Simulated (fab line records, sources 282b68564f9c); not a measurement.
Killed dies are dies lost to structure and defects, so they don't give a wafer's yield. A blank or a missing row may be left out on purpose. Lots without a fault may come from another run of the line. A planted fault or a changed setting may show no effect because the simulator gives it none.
fab line records | flow rit_cmos
record lots=6 wafers=18 last_day=7
route steps=202 shown CONTACT@168 M1@184
lots that met no fault: from a run of the same line without faults
start_h: hours from the record's first day to the start of the lot's first wafer shown | wait_h: hours since the lot's step before | " the same as in the row above | L1.1+2: a row that stands for several wafers | - no value, or no start given | * or withheld: withheld | < > ~ a bound
route shown NAME@n: a module of which the file shows steps, and the number in the route of the first | usual: mean/standard deviation of fault-free wafers | same: alike in all rows | chamber/n: place in a boat | sites: the reading at each site | _std_site: their standard deviation | _edge_site: outer sites' mean less inner sites' | radius_mm: how far each site lies from the wafer's centre | mask NAME#n: copy n | behind: the tool/chamber that last shaped the wafer | hold: why the lot was held/for how many hours/how that ended | device: the transistor (n, p or np) that didn't switch | end of line: the same wafers' tests at the end of the route | a step without rows: its recipe alone | killed: dies lost to structure and defects at the first sort, not the wafer's yield | map: a wafer's dies, x killed, . not, _ none there
set.NAME: the setting as run; set.NAME@STEP: as run at that earlier step | model.NAME: the simulator's own value behind a step, which no gauge read
lots at some steps of the route; a table a step, a row a wafer
services: from which hour (start_h, from the record's first day; less than 0 if before it) a tool's chamber was out of use, for how many hours, and why
## steps
# step RIT_CONTACT_CVD_00
# recipe material=SiO2 target_thk_nm=400 precursor=TEOS temp_c=390 time_s=61 rf_w=400
# usual heater_power_w=356/65
# columns lot.wafer tool chamber start_h wait_h heater_power_w
L221.2 pecvd-03 0 57.48 0.0 268
L221.3 " 2 " " 341
L221.5 " 1 " " 463
L223.2 pecvd-04 0 66.57 0.0 452
L223.3 " 2 " " 374
L223.5 " 0 " " 339
L226.4 pecvd-04 0 81.89 0.0 447
L226.5 " 2 " " 358
L226.6 " 1 " " 305
L241.1 pecvd-04 2 157.62 0.1 312
L241.3 " 0 " " 437
L241.6 " 1 " " 261
L242.2 pecvd-03 1 162.45 0.0 486
L242.3 " 0 " " 340
L242.4 " 2 " " 293
L243.1 pecvd-04 2 168.07 0.1 349
L243.5 " 0 " " 424
L243.6 " 1 " " 261
# step RIT_CONTACT_THK_MEAS_01
# recipe reads=SiO2_of_CONTACT_CVD_00
# usual CONTACT_TEOS_THK=402/5.5
# columns lot.wafer tool chamber start_h wait_h CONTACT_TEOS_THK[nm]
L221.2 film_metro-04 - 57.54 0.0 395
L221.3 " - " " 395
L221.5 " - " " 401
L223.2 film_metro-03 - 66.63 0.0 399
L223.3 " - " " 408
L223.5 " - " " 411
L226.4 film_metro-01 - 81.95 0.0 402
L226.5 " - " " 407
L226.6 " - " " 402
L241.1 film_metro-04 - 157.67 0.0 403
L241.3 " - " " 399
L241.6 " - " " 402
L242.2 film_metro-04 - 162.51 0.0 392
L242.3 " - " " 395
L242.4 " - " " 392
L243.1 film_metro-01 - 168.12 0.0 405
L243.5 " - " " 408
L243.6 " - " " 409
# step RIT_CONTACT_HMDS_02
# recipe prime_time_s=60 prime_temp_c=140
# step RIT_CONTACT_COAT_03
# recipe resist=NOVOLAK spin_rpm=3250 resist_thk_nm=983.7
# step RIT_CONTACT_SOFTBAKE_04
# recipe resist=NOVOLAK temp_c=90 time_s=60
# step RIT_CONTACT_EXPOSE_05
# recipe mask_id=M11 na=0.6 source_shape=conventional sigma_outer=0.5 target_cd_nm=1000 dose_mj=250
# step RIT_CONTACT_PEB_06
# recipe resist=NOVOLAK temp_c=withheld time_s=withheld
# step RIT_CONTACT_DEVELOP_07
# recipe resist=NOVOLAK develop_time_s=120 dev_temp_c=23
# step RIT_CONTACT_CD_MEAS_08
# recipe target_cd_nm=1000
# usual cd_nm=1000.4/1.8
# columns lot.wafer tool chamber start_h wait_h cd_nm
L221.2 cd_sem-01 - 58.70 - 1000.1
L221.3 " - " " 998.3
L221.5 " - " " 998.0
L223.2 cd_sem-01 - 67.80 - 1002.4
L223.3 " - " " 1000.3
L223.5 " - " " 1001.7
L226.4 cd_sem-02 - 83.13 - 998.6
L226.5 " - " " 998.1
L226.6 " - " " 997.3
L241.1 cd_sem-02 - 158.98 - 997.6
L241.3 " - " " 997.0
L241.6 " - " " 998.7
L242.2 cd_sem-02 - 163.58 - 997.5
L242.3 " - " " 1001.5
L242.4 " - " " 999.7
L243.1 cd_sem-02 - 169.27 - 1000.8
L243.5 " - " " 1001.3
L243.6 " - " " 999.1
# step RIT_CONTACT_OVL_MEAS_09
# usual CONTACT_OVL=0.5/1.4
# columns lot.wafer tool chamber start_h wait_h CONTACT_OVL[nm]
L221.2 overlay-01 - 58.80 0.1 -0.2
L221.3 " - " " 0.2
L221.5 " - " " 1.0
L223.2 overlay-01 - 67.90 0.1 -0.5
L223.3 " - " " 0.8
L223.5 " - " " -0.7
L226.4 overlay-02 - 83.21 0.1 0.8
L226.5 " - " " 0.3
L226.6 " - " " 0.5
L241.1 overlay-02 - 159.10 0.1 0.4
L241.3 " - " " 1.3
L241.6 " - " " 0.8
L242.2 overlay-01 - 163.69 0.1 -1.1
L242.3 " - " " -1.8
L242.4 " - " " -1.3
L243.1 overlay-01 - 169.39 0.1 2.8
L243.5 " - " " 3.0
L243.6 " - " " 1.6
# step RIT_CONTACT_HARDBAKE_10
# recipe resist=NOVOLAK temp_c=140 time_s=60
# step RIT_CONTACT_ETCH_11
# recipe target_depth_a=4800 over_etch_frac=0.2 stop_on=TiSi2 chemistry=CHF3/CF4/Ar target=SiO2 CHF3_flow_sccm=50 cf4_flow_sccm=10 Ar_flow_sccm=100 O2_flow_sccm=5 pressure_mtorr=100 rf_w=200 time_s=320
# usual CHF3_flow_sccm=50.01/0.16 drypump_motor_current_A=5.7/0.37 oes_product_au=0.985/0.017 throttle_valve_pct=8.90/0.11
# columns lot.wafer tool chamber start_h wait_h CHF3_flow_sccm drypump_motor_current_A oes_product_au rf_hours_counter_h throttle_valve_pct
L221.2 rie_diel-03 0 59.11 0.1 49.80 5.7 0.997 3 9.01
L221.3 " 2 " " 50.16 5.2 0.987 10 8.84
L221.5 " 2 " " 50.05 5.2 0.988 - 8.83
L223.2 rie_diel-01 0 68.08 0.1 49.74 5.6 0.981 123 9.01
L223.3 " 3 " " 50.07 5.6 0.985 31 8.87
L223.5 " 2 " " 49.93 6.1 1.021 - 9.08
L226.4 rie_diel-01 1 83.38 0.1 50.36 5.2 0.999 13 8.80
L226.5 " 1 " " 49.99 5.2 0.989 - 8.80
L226.6 " 0 " " 49.77 5.6 0.982 - 9.01
L241.1 rie_diel-02 0 159.29 0.1 49.99 5.9 0.992 62 8.88
L241.3 " 1 " " 50.00 5.7 0.992 31 9.00
L241.6 " 0 " " 50.05 5.9 0.980 - 8.91
L242.2 rie_diel-03 0 163.87 0.1 50.20 5.6 0.995 5 9.00
L242.3 " 2 " " 50.13 5.2 0.980 13 8.84
L242.4 " 1 " " 50.26 6.0 0.964 9 8.82
L243.1 rie_diel-01 2 169.57 0.1 50.49 6.1 1.016 75 9.08
L243.5 " 1 " " 49.98 5.2 0.991 - 8.80
L243.6 " 0 " " 50.05 5.6 0.995 - 9.03
# step RIT_CONTACT_STRIP_12
# recipe chemistry=O2 time_s=180 resist=NOVOLAK platen_temp_c=withheld power_w=500 pressure_mtorr=4000 o2_flow_sccm=4000
# usual drypump_motor_current_A=5.5/0.48 o2_flow_sccm=3999/11
# columns lot.wafer tool chamber start_h wait_h drypump_motor_current_A o2_flow_sccm rf_hours_counter_h
L221.2 plasma_asher-04 0 59.31 0.1 5.2 3994 30
L221.3 " 0 " " 5.2 4009 -
L221.5 " 0 " " 5.2 3982 -
L223.2 plasma_asher-02 1 68.28 0.1 4.8 3980 35
L223.3 " 1 " " 4.9 3990 -
L223.5 " 1 " " 4.9 4003 -
L226.4 plasma_asher-02 1 83.63 0.2 4.9 4001 -
L226.5 " 1 " " 4.9 4034 -
L226.6 " 0 " " 6.3 3998 -
L241.1 plasma_asher-04 1 159.48 0.1 5.6 4028 41
L241.3 " 1 " " 5.6 4009 -
L241.6 " 1 " " 5.6 4020 -
L242.2 plasma_asher-04 0 164.06 0.1 5.2 4007 42
L242.3 " 1 " " 5.6 3994 -
L242.4 " 0 " " 5.2 4000 -
L243.1 plasma_asher-03 1 169.77 0.1 6.0 3994 56
L243.5 " 1 " " 6.0 4001 -
L243.6 " 0 " " 5.1 3987 -
# step RIT_CONTACT_CD_MEAS_90
# recipe target_cd_nm=1000
# usual cd_nm=1000.4/1.9
# columns lot.wafer tool chamber start_h wait_h cd_nm
L221.2 cd_sem-02 - 59.50 0.1 999.9
L221.3 " - " " 997.9
L221.5 " - " " 997.4
L223.2 cd_sem-01 - 68.47 0.1 1002.1
L223.3 " - " " 1000.2
L223.5 " - " " 1002.4
L226.4 cd_sem-02 - 83.81 0.1 998.7
L226.5 " - " " 997.3
L226.6 " - " " 997.4
L241.1 cd_sem-01 - 159.66 0.1 997.5
L241.3 " - " " 997.4
L241.6 " - " " 998.3
L242.2 cd_sem-01 - 164.26 0.1 998.0
L242.3 " - " " 1001.4
L242.4 " - " " 999.4
L243.1 cd_sem-01 - 169.94 0.1 1001.1
L243.5 " - " " 1002.0
L243.6 " - " " 999.7
# step RIT_CONTACT_CLEAN_13
# recipe chemistry=SC1 mix=3:3:50 time_s=600 temp_c=75
# step RIT_CONTACT_CLEAN_14
# recipe chemistry=SC2 mix=3:3:50 time_s=600 temp_c=75 dry=n2_spin
# step RIT_M1_SPUTTER_00
# recipe material=Al target_thk_nm=400 power_w=2000 chamber_pressure_pa=0.4 gas=Ar time_s=500 substrate_temp_c=25
# usual throttle_valve_pct=30.4/0.61
# columns lot.wafer tool chamber start_h wait_h throttle_valve_pct
L221.2 pvd_sputter-04 - 59.95 0.0 31.1
L221.3 " - " " 29.2
L221.5 " - " " 30.7
L223.2 pvd_sputter-04 - 68.94 0.0 30.7
L223.3 " - " " 29.2
L223.5 " - " " 29.4
L226.4 pvd_sputter-03 - 84.22 0.0 30.6
L226.5 " - " " 30.2
L226.6 " - " " 30.8
L241.1 pvd_sputter-01 - 160.14 0.0 30.8
L241.3 " - " " 29.2
L241.6 " - " " 31.0
L242.2 pvd_sputter-03 - 164.72 0.0 30.8
L242.3 " - " " 30.7
L242.4 " - " " 30.2
L243.1 pvd_sputter-01 - 170.43 0.0 30.3
L243.5 " - " " 30.7
L243.6 " - " " 30.5
# step RIT_M1_RS_MEAS_01
# recipe thk_meas_gauge=four-point-probe reads=Al_of_M1_SPUTTER_00
# usual M1_AL_RS=0.0734/0.00091
# columns lot.wafer tool chamber start_h wait_h M1_AL_RS[ohm/sq]
L221.2 film_metro-03 - 60.27 0.2 0.0739
L221.3 " - " " 0.0738
L221.5 " - " " 0.0741
L223.2 film_metro-02 - 69.25 0.2 0.0732
L223.3 " - " " 0.0732
L223.5 " - " " 0.0733
L226.4 film_metro-03 - 84.57 0.2 0.0731
L226.5 " - " " 0.0730
L226.6 " - " " 0.0739
L241.1 film_metro-04 - 160.44 0.1 0.0723
L241.3 " - " " 0.0723
L241.6 " - " " 0.0722
L242.2 film_metro-02 - 165.04 0.2 0.0731
L242.3 " - " " 0.0734
L242.4 " - " " 0.0723
L243.1 film_metro-02 - 170.72 0.1 0.0734
L243.5 " - " " 0.0741
L243.6 " - " " 0.0737
# step RIT_M1_THK_MEAS_02
# recipe thk_meas_gauge=xrf reads=Al_of_M1_SPUTTER_00
# usual M1_AL_THK=404/5.5
# columns lot.wafer tool chamber start_h wait_h M1_AL_THK[nm]
L221.2 film_metro-03 - 60.38 0.1 399
L221.3 " - " " 401
L221.5 " - " " 399
L223.2 film_metro-02 - 69.36 0.1 405
L223.3 " - " " 407
L223.5 " - " " 408
L226.4 film_metro-03 - 84.66 0.1 404
L226.5 " - " " 405
L226.6 " - " " 402
L241.1 film_metro-04 - 160.56 0.1 412
L241.3 " - " " 411
L241.6 " - " " 411
L242.2 film_metro-02 - 165.15 0.1 408
L242.3 " - " " 407
L242.4 " - " " 411
L243.1 film_metro-02 - 170.84 0.1 406
L243.5 " - " " 401
L243.6 " - " " 404
# step RIT_M1_HMDS_03
# recipe prime_time_s=60 prime_temp_c=140
# step RIT_M1_COAT_04
# recipe resist=NOVOLAK spin_rpm=2000 resist_thk_nm=1300
# step RIT_M1_SOFTBAKE_05
# recipe resist=NOVOLAK temp_c=89.34 time_s=60
# step RIT_M1_EXPOSE_06
# recipe mask_id=M12 na=0.6 source_shape=conventional sigma_outer=0.5 target_cd_nm=2600 dose_mj=250
# step RIT_M1_PEB_07
# recipe resist=NOVOLAK temp_c=withheld time_s=withheld
# step RIT_M1_DEVELOP_08
# recipe resist=NOVOLAK develop_time_s=68 dev_temp_c=23
# step RIT_M1_CD_MEAS_09
# recipe target_cd_nm=2600
# usual cd_nm=2599.9/2.1
# columns lot.wafer tool chamber start_h wait_h cd_nm
L221.2 cd_sem-01 - 61.33 - 2601.6
L221.3 " - " " 2606.4
L221.5 " - " " 2602.9
L223.2 cd_sem-01 - 70.53 - 2602.7
L223.3 " - " " 2604.8
L223.5 " - " " 2603.2
L226.4 cd_sem-02 - 85.63 - 2603.3
L226.5 " - " " 2602.9
L226.6 " - " " 2602.2
L241.1 cd_sem-01 - 161.50 - 2596.6
L241.3 " - " " 2596.1
L241.6 " - " " 2595.6
L242.2 cd_sem-02 - 166.10 - 2600.9
L242.3 " - " " 2597.6
L242.4 " - " " 2601.6
L243.1 cd_sem-02 - 171.91 - 2597.4
L243.5 " - " " 2599.0
L243.6 " - " " 2597.7
# step RIT_M1_OVL_MEAS_10
# usual M1_OVL=-0.4/1.6
# columns lot.wafer tool chamber start_h wait_h M1_OVL[nm]
L221.2 overlay-01 - 61.43 0.1 -0.9
L221.3 " - " " -0.8
L221.5 " - " " -0.6
L223.2 overlay-02 - 70.63 0.1 2.9
L223.3 " - " " 2.3
L223.5 " - " " 2.7
L226.4 overlay-01 - 85.71 0.1 0.3
L226.5 " - " " -0.7
L226.6 " - " " 0.8
L241.1 overlay-02 - 161.62 0.1 -0.6
L241.3 " - " " 0.2
L241.6 " - " " -1.4
L242.2 overlay-02 - 166.20 0.1 -3.3
L242.3 " - " " -3.3
L242.4 " - " " -1.2
L243.1 overlay-01 - 172.03 0.1 -1.6
L243.5 " - " " 1.6
L243.6 " - " " -0.6
# step RIT_M1_HARDBAKE_11
# recipe resist=NOVOLAK temp_c=140 time_s=120
# step RIT_M1_METAL_ETCH_12
# recipe stop_on=SiO2 chemistry=Cl2/BCl3 target=Al time_s=165 over_etch_frac=0.5 pressure_mtorr=100 target_depth_a=6000 rf_w=257 Cl2_flow_sccm=60 bcl3_flow_sccm=50
# usual drypump_motor_current_A=5.9/0.4 oes_product_au=0.772/0.012 throttle_valve_pct=8.26/0.08
# columns lot.wafer tool chamber start_h wait_h drypump_motor_current_A oes_product_au rf_hours_counter_h throttle_valve_pct
L221.2 rie_metal-04 0 61.71 0.2 5.3 0.761 1 8.36
L221.3 " 1 " " 5.9 0.785 - 8.24
L221.5 " 0 " " 5.3 0.762 - 8.37
L223.2 rie_metal-03 0 70.91 0.2 6.1 0.785 36 8.36
L223.3 " 1 " " 6.0 0.781 - 8.26
L223.5 " 0 " " 6.1 0.776 - 8.35
L226.4 rie_metal-03 1 86.03 0.1 6.0 0.777 - 8.25
L226.5 " 0 " " 6.2 0.778 - 8.35
L226.6 " 1 " " 6.0 0.770 - 8.25
L241.1 rie_metal-04 0 161.90 0.2 5.3 0.769 2 8.34
L241.3 " 0 " " 5.3 0.771 - 8.35
L241.6 " 0 " " 5.3 0.780 - 8.34
L242.2 rie_metal-02 1 166.48 0.2 5.6 0.790 4 8.30
L242.3 " 1 " " 5.6 0.767 - 8.29
L242.4 " 0 " " 6.6 0.768 - 8.12
L243.1 rie_metal-03 0 172.48 0.2 6.1 0.766 0 8.35
L243.5 " 1 " " 6.0 0.772 - 8.25
L243.6 " 0 " " 6.2 0.764 - 8.34
# step RIT_M1_STRIP_13
# recipe chemistry=nmp resist=NOVOLAK temp_c=80 time_s=600 dry=n2_spin
# step RIT_M1_STRIP_14
# recipe chemistry=O2 time_s=180 platen_temp_c=withheld power_w=500 pressure_mtorr=4000 o2_flow_sccm=4000
# usual drypump_motor_current_A=5.5/0.32 o2_flow_sccm=4000/12
# columns lot.wafer tool chamber start_h wait_h drypump_motor_current_A o2_flow_sccm rf_hours_counter_h
L221.2 plasma_asher-03 1 62.06 0.0 6.0 4003 44
L221.3 " 0 " " 5.2 4026 -
L221.5 " 1 " " 6.0 3985 -
L223.2 plasma_asher-04 1 71.25 0.0 5.6 3993 31
L223.3 " 1 " " 5.6 3968 -
L223.5 " 1 " " 5.6 3987 -
L226.4 plasma_asher-03 0 86.37 0.1 5.1 3989 -
L226.5 " 1 " " 6.1 3986 -
L226.6 " 0 " " 5.1 3989 -
L241.1 plasma_asher-01 0 162.26 0.0 5.6 4000 53
L241.3 " 0 " " 5.6 3992 -
L241.6 " 0 " " 5.6 3993 -
L242.2 plasma_asher-01 1 166.82 0.0 5.6 4020 53
L242.3 " 0 " " 5.6 4010 -
L242.4 " 1 " " 5.6 3990 -
L243.1 plasma_asher-03 0 172.82 0.0 5.2 4005 56
L243.5 " 0 " " 5.2 4010 -
L243.6 " 1 " " 6.0 4012 -
# step RIT_M1_CD_MEAS_90
# recipe target_cd_nm=2600
# usual cd_nm=2599.2/2.8
# columns lot.wafer tool chamber start_h wait_h cd_nm
L221.2 cd_sem-02 - 62.26 0.1 2602.1
L221.3 " - " " 2605.3
L221.5 " - " " 2602.2
L223.2 cd_sem-02 - 71.45 0.1 2599.2
L223.3 " - " " 2606.5
L223.5 " - " " 2601.3
L226.4 cd_sem-01 - 86.55 0.1 2605.2
L226.5 " - " " 2599.6
L226.6 " - " " 2605.1
L241.1 cd_sem-01 - 162.43 0.1 2596.7
L241.3 " - " " 2595.2
L241.6 " - " " 2594.2
L242.2 cd_sem-01 - 167.02 0.1 2597.1
L242.3 " - " " 2593.4
L242.4 " - " " 2602.0
L243.1 cd_sem-02 - 173.00 0.1 2596.4
L243.5 " - " " 2597.1
L243.6 " - " " 2596.5
# step RIT_M1_ANNEAL_15
# recipe temp_c=450 time_s=1800 ambient=forming_gas_H2N2
# step RIT_M1_BOW_MEAS_16
# recipe mode=bow
# usual M1_BOW=16/7.1
# columns lot.wafer tool chamber start_h wait_h M1_BOW[um]
L221.2 film_metro-03 - 65.89 0.0 31
L221.3 " - " " 28
L221.5 " - " " 34
L223.2 film_metro-04 - 73.46 0.0 17
L223.3 " - " " 18
L223.5 " - " " 23
L226.4 film_metro-03 - 88.17 0.1 28
L226.5 " - " " 18
L226.6 " - " " -3
L241.1 film_metro-02 - 165.90 0.0 20
L241.3 " - " " -1
L241.6 " - " " 24
L242.2 film_metro-02 - 168.64 0.0 12
L242.3 " - " " 26
L242.4 " - " " 11
L243.1 film_metro-04 - 174.62 0.0 22
L243.5 " - " " 17
L243.6 " - " " 19
# step RIT_M1_PROBE_99
# usual killed_at_contacts=0.1/0.27 killed_at_front_end=7.2/2.9 killed_dies=7.3/2.9 killed_on_rim=1.9/1.2 killed_open=3.6/1.9 killed_short=3.8/1.9
# same gross_dies=264 killed_at_M0_to_M3=0 killed_at_M4_up=0 killed_at_back_side=0 killed_at_other=0
# columns lot.wafer tool chamber start_h wait_h killed_at_contacts killed_at_front_end killed_dies killed_on_rim killed_open killed_short
L221.2 prober-01 - 66.04 0.1 0 6 6 4 4 2
L221.3 prober-01 - 66.09 0.2 0 6 6 1 4 2
L221.5 prober-01 - 66.19 0.2 0 11 11 5 7 4
L223.2 prober-02 - 73.61 0.1 0 7 7 2 4 3
L223.3 prober-02 - 73.66 0.2 0 11 11 3 5 6
L223.5 prober-02 - 73.76 0.2 0 6 6 2 2 4
L226.4 prober-01 - 88.38 0.2 0 10 10 3 5 5
L226.5 prober-01 - 88.43 0.2 1 8 9 4 4 5
L226.6 prober-01 - 88.48 0.2 0 3 3 1 0 3
L241.1 prober-02 - 166.02 0.1 41 8 49 5 4 4
L241.3 prober-02 - 166.12 0.2 41 5 46 6 4 1
L241.6 prober-02 - 166.27 0.2 40 4 44 6 1 3
L242.2 prober-01 - 168.79 0.1 0 6 6 1 5 1
L242.3 prober-01 - 168.84 0.2 39 4 43 7 2 2
L242.4 prober-01 - 168.89 0.2 0 16 16 5 9 7
L243.1 prober-02 - 174.74 0.1 0 9 9 1 6 3
L243.5 prober-02 - 174.94 0.2 0 8 8 3 2 6
L243.6 prober-02 - 174.99 0.2 0 6 6 1 2 4
# killed by level:class
L221.2 GATE:geometric_particle:open=2 FOX1:geometric_particle:short=1 FOX2:geometric_particle:open=1 GATE:geometric_particle:short=1 SPACER:geometric_particle:open=1
L221.3 FOX1:geometric_particle:open=2 FOX2:geometric_particle:short=1 GATE:geometric_particle:short=1 GATE:geometric_particle:open=1 SILICIDE:geometric_particle:open=1
L221.5 GATE:geometric_particle:short=3 GATE:geometric_particle:open=3 SILICIDE:geometric_particle:open=2 FOX1:geometric_particle:open=1 SPACER:geometric_particle:open=1 SPACER:geometric_particle:short=1
L223.2 FOX1:geometric_particle:open=2 SPACER:geometric_particle:open=2 SILICIDE:geometric_particle:short=2 SPACER:geometric_particle:short=1
L223.3 SPACER:geometric_particle:short=4 SPACER:geometric_particle:open=2 GATE:geometric_particle:short=1 GATE:geometric_particle:open=1 REOX:geometric_particle:open=1 SILICIDE:geometric_particle:short=1 SILICIDE:geometric_particle:open=1
L223.5 ACTIVE:geometric_particle:open=1 FOX1:geometric_particle:short=1 FOX2:geometric_particle:short=1 GATE:geometric_particle:short=1 GATE:geometric_particle:open=1 SPACER:geometric_particle:short=1
L226.4 GATE:geometric_particle:short=2 GATE:geometric_particle:open=2 REOX:geometric_particle:open=2 FOX1:geometric_particle:open=1 FOX1:geometric_particle:short=1 REOX:geometric_particle:short=1 SPACER:geometric_particle:short=1
L226.5 GATE:geometric_particle:short=4 REOX:geometric_particle:open=2 GATE:geometric_particle:open=1 SILICIDE:geometric_particle:open=1 CONTACT:geometric_particle:short=1
L226.6 FOX1:geometric_particle:short=1 FOX2:geometric_particle:short=1 SILICIDE:geometric_particle:short=1
L241.1 CONTACT:unspecified=41 GATE:geometric_particle:short=2 REOX:geometric_particle:short=2 SPACER:geometric_particle:open=2 FOX1:geometric_particle:open=1 GATE:geometric_particle:open=1
L241.3 CONTACT:unspecified=41 FOX2:geometric_particle:open=1 GATE:geometric_particle:short=1 GATE:geometric_particle:open=1 REOX:geometric_particle:open=1 SPACER:geometric_particle:open=1
L241.6 CONTACT:unspecified=40 REOX:geometric_particle:short=2 GATE:geometric_particle:short=1 REOX:geometric_particle:open=1
L242.2 GATE:geometric_particle:open=3 SPACER:geometric_particle:open=2 SILICIDE:geometric_particle:short=1
L242.3 CONTACT:unspecified=39 GATE:geometric_particle:open=1 GATE:geometric_particle:short=1 REOX:geometric_particle:short=1 SPACER:geometric_particle:open=1
L242.4 GATE:geometric_particle:open=4 FOX2:geometric_particle:open=2 GATE:geometric_particle:short=2 SPACER:geometric_particle:open=2 SPACER:geometric_particle:short=2 FOX1:geometric_particle:short=1 FOX2:geometric_particle:short=1 REOX:geometric_particle:short=1
L243.1 GATE:geometric_particle:open=3 REOX:geometric_particle:open=2 FOX1:geometric_particle:short=1 FOX2:geometric_particle:short=1 FOX2:geometric_particle:open=1 SPACER:geometric_particle:short=1
L243.5 GATE:geometric_particle:short=4 SPACER:geometric_particle:open=1 SPACER:geometric_particle:short=1 SILICIDE:geometric_particle:short=1 SILICIDE:geometric_particle:open=1
L243.6 SILICIDE:geometric_particle:short=2 ACTIVE:geometric_particle:open=1 FOX1:geometric_particle:short=1 GATE:geometric_particle:open=1 GATE:geometric_particle:short=1
# map L241.1 (x killed, . not)
________......._______
_____.x.x.x.......____
____.xxxx.x.x......___
___..xxxxxx.x.......__
__.xxxxxxxxx........._
__..xxxxxxxx........._
_...xxxxxxx.......x...
_....x.x.x..x.........
_..................x..
_............x........
__..................._
__..................._
___..x..............__
____x..............___
_____.............____
________......._______
# map L242.3 (x killed, . not)
________......._______
_____.x.xx........____
____xxxxxx.........___
___.xxxxxx.x........__
__..xxxxxxxx....x...._
__..xxxxxx.x........._
_.x..xxxxx............
_.....xxx.............
_.....................
_......x.............x
__..................._
__..................._
___.................__
____...............___
_____.............____
________......._______
## services
# columns tool chamber start_h hours kind
rie_metal-03 - 45.42 2.8 pm
rie_diel-02 2 47.53 3.1 repair
rie_diel-02 0 54.83 2.9 repair
pecvd-03 2 59.32 6.2 repair
rie_diel-03 1 76.94 5.7 repair
rie_diel-01 2 77.17 2.2 repair
plasma_asher-01 - 83.32 14.6 pm
rie_diel-02 1 86.78 10.0 repair
rie_diel-01 2 89.83 1.3 repair
pvd_sputter-03 - 91.20 3.1 repair
rie_diel-02 3 92.04 7.8 repair
pvd_sputter-04 - 94.50 0.7 repair
plasma_asher-02 - 108.75 9.0 pm
rie_metal-04 1 109.33 1.5 repair
rie_diel-03 2 116.15 2.5 repair
pvd_sputter-03 - 116.53 4.9 repair
plasma_asher-02 - 117.75 2.8 pm
rie_diel-03 - 120.86 4.3 pm
rie_metal-02 - 132.35 1.4 pm
pecvd-04 - 132.78 1.5 repair
rie_diel-01 0 135.18 18.1 repair
rie_metal-03 - 136.12 20.0 pm
rie_metal-04 - 143.40 0.5 repair
rie_diel-03 3 146.38 4.0 repair
## key
first_sign step=RIT_M1_PROBE_99 reading=killed_at_contacts direction=up sigmas=40 usual=0.1 struck=40.2
effect step=RIT_M1_PROBE_99 reading=killed_dies direction=up sigmas=13 usual=7.3 struck=45.5
met_at RIT_CONTACT_STRIP_12
struck_wafers L241.1,L241.3,L241.6,L242.3
tester_left_out L241,L242
fault kind=chamber_particle_source tool=plasma_asher-04 chamber=1 onset_h=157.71 steps=RIT_CONTACT_STRIP_12 rate_per_visit_cm2=2.0502 end_h=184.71
# tester_left_out: of these lots the tester's yield and bins aren't shown, on N5 and GAA mostly nor the transistor test; their killed dies are dies lost to structure and defects alone, not to doping, threshold or leakage, so they don't give the yield
